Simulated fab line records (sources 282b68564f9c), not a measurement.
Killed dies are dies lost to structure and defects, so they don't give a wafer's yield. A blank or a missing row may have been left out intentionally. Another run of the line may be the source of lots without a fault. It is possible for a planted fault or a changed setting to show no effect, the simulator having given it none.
Check for tools in common + flow ritCmos + Lots sampled 11, wafers sampled 33

WHY THIS WAS OPENED
At RIT_PSD_TW_MEAS_10 the reading PSD_TW is flagged on 2 of 11 lots. Fault-free wafers read 3444, with a standard deviation of 21.
Rule: a lot is flagged when every wafer of it that has a number lies more than 4 standard deviations from that mean, or none has a number. As for the other lots, they are considered sound.

| lot  | measured    | on           | PSD_TW, wafer by wafer | flag    |
|------|-------------|--------------|------------------------|---------|
| L138 | day 3 02:47 | filmMetro-03 | 3454 3456 3440         |         |
| L139 | day 3 07:36 | filmMetro-03 | 3441 3454 3452         |         |
| L140 | day 3 17:16 | filmMetro-01 | 3392 3399 3402         |         |
| L141 | day 3 23:22 | filmMetro-02 | 3462 3464 3473         |         |
| L142 | day 4 05:33 | filmMetro-02 | 3431 3424 3436         |         |
| L149 | day 5 15:58 | filmMetro-02 | 3123 3129 3148         | FLAGGED |
| L151 | day 6 01:01 | filmMetro-01 | 3117 3124 3124         | FLAGGED |
| L155 | day 7 13:39 | filmMetro-03 | 3471 3449 3469         |         |
| L157 | day 7 17:44 | filmMetro-01 | 3424 3402 3414         |         |
| L160 | day 8 16:51 | filmMetro-03 | 3450 3431 3455         |         |
| L161 | day 8 18:37 | filmMetro-03 | 3454 3458 3465         |         |
The mean of the flagged lots' numbers is 3128, -316 from the usual (-15 standard deviations).

WHICH TOOL EACH LOT WENT THROUGH
The record holds 1 process step before the reading, out of a route of 202 steps. In each cell: the tool, then ch and the chambers that the sampled wafers went through, then the start.
| lot  | flag    | RIT_PSD_IMPLANT_08             |
|------|---------|--------------------------------|
| L138 |         | implanter-02 ch 0, day 3 02:28 |
| L139 |         | implanter-03 ch 0, day 3 07:16 |
| L140 |         | implanter-02 ch 0, day 3 16:57 |
| L141 |         | implanter-02 ch 0, day 3 23:05 |
| L142 |         | implanter-03 ch 0, day 4 05:14 |
| L149 | FLAGGED | implanter-04 ch 0, day 5 15:40 |
| L151 | FLAGGED | implanter-04 ch 0, day 6 00:41 |
| L155 |         | implanter-02 ch 0, day 7 13:20 |
| L157 |         | implanter-02 ch 0, day 7 17:25 |
| L160 |         | implanter-02 ch 0, day 8 16:31 |
| L161 |         | implanter-02 ch 0, day 8 18:19 |
What is done by these steps:
- RIT_PSD_IMPLANT_08
- RIT_PSD_TW_MEAS_10

FLAGGED OVER TOTAL, TOOL BY TOOL (the gauges that took the reading come last)
| step               | tool         | lots run | flagged | share of the flagged lots | sound lots run after its first flagged lot |
|--------------------|--------------|----------|---------|---------------------------|--------------------------------------------|
| RIT_PSD_IMPLANT_08 | implanter-02 | 7        | 0       | none                      | -                                          |
| RIT_PSD_IMPLANT_08 | implanter-03 | 2        | 0       | none                      | -                                          |
| RIT_PSD_IMPLANT_08 | implanter-04 | 2        | 2       | all                       | 0                                          |
| RIT_PSD_TW_MEAS_10 | filmMetro-01 | 3        | 1       | some                      | 1 (L157)                                   |
| RIT_PSD_TW_MEAS_10 | filmMetro-02 | 3        | 1       | some                      | 0                                          |
| RIT_PSD_TW_MEAS_10 | filmMetro-03 | 5        | 0       | none                      | -                                          |

WHAT IS ALLOWED BY THE TABLE
In the table, 1 row covers all flagged lots: implanter-04 at RIT_PSD_IMPLANT_08.
- implanter-04 at RIT_PSD_IMPLANT_08 ran 2 lots, 2 of them flagged. Because this sample shows no sound lot run on it before its first flagged lot, the start cannot be pinned down more closely. Its own readings lie more than 4 standard deviations out on every wafer of the flagged lots: doseIonsCm2.
What remains is a single tool, implanter-04 at RIT_PSD_IMPLANT_08.

WHAT THE SIMULATOR PUT IN
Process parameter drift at RIT_PSD_IMPLANT_08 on implanter-04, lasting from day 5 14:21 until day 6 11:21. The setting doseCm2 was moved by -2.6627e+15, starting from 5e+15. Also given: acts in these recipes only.
Shown lots that were struck: L149, L151. The rule above reached the same finding.
